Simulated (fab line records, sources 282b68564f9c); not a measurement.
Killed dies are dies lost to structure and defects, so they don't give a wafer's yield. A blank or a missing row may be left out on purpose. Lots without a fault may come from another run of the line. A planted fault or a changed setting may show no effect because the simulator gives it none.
One fault seen from 2 desks | flow rit_cmos | each desk has only its own numbers; what lay behind them comes last

THE METROLOGY DESK
What the gauges read, lot by lot, whatever tool the lot ran on: means of the sampled wafers that have a number. A lot is out of limits, marked OUT, if its mean lies more than 4 standard deviations from the usual mean; the brackets give that distance.
Columns: A = NSD_TW at RIT_NSD_TW_MEAS_10, usual 3141; B = SILICIDE_TI_RS at RIT_SILICIDE_RS_MEAS_02, usual 47.9 ohm/sq; C = SILICIDE_TI_THK at RIT_SILICIDE_THK_MEAS_03, usual 29.9 nm
lot  | first seen here | A    | B    | C
L223 | day 3 09:59     | 3175 | 47.7 | 30.0
L224 | day 3 19:01     | 3147 | 48.8 | 29.5
L228 | day 4 07:44     | 3089 | 48.9 | 29.6
L229 | day 4 15:35     | 3094 | 48.2 | 29.9
L230 | day 4 21:37     | 3141 | 48.0 | 30.0
L231 | day 5 01:49     | 3145 | 48.1 | 29.8
L232 | day 5 06:01     | 3144 | 49.2 | 29.3
L234 | day 5 16:11     | 3079 | 47.1 | 30.2
L235 | day 5 17:18     | 3142 | 48.2 | 29.7
L236 | day 5 21:26     | 3139 | 47.3 | 30.3
L237 | day 6 04:41     | 3166 | 47.8 | 30.0
L238 | day 6 12:20     | 3159 | 49.9 | 29.1
L239 | day 6 15:07     | 3159 | 48.5 | 29.7
This desk's finding: nothing out of limits on any of the 13 lots.

THE TOOL OWNER'S DESK: pvd_sputter-02
The tool's own readings at RIT_SILICIDE_SPUTTER_01 (material Ti, target thk 30 nm, time 240 s): means of the sampled wafers that have a number, for each lot that ran on this tool. A lot is out of limits, marked OUT, if its mean lies more than 4 standard deviations from the usual mean; the brackets give that distance.
Columns: A = cathode_dc_power_W at RIT_SILICIDE_SPUTTER_01, usual 350.00 W; B = throttle_valve_pct at RIT_SILICIDE_SPUTTER_01, usual 30.1 %
lot  | first seen here | A      | B
L230 | day 5 00:13     | 350.08 | 28.5
L232 | day 5 08:39     | 349.99 | 29.5
L234 | day 5 18:47     | 350.01 | 31.1
L236 | day 5 23:58     | 350.01 | 30.0
L238 | day 6 14:47     | 349.96 | 31.6
This desk's finding: nothing out of limits on any of the 5 lots.

PUT TOGETHER
The metrology desk saw nothing out of limits.
The tool owner's desk saw nothing out of limits.

WHAT THE SIMULATOR HAD PUT IN
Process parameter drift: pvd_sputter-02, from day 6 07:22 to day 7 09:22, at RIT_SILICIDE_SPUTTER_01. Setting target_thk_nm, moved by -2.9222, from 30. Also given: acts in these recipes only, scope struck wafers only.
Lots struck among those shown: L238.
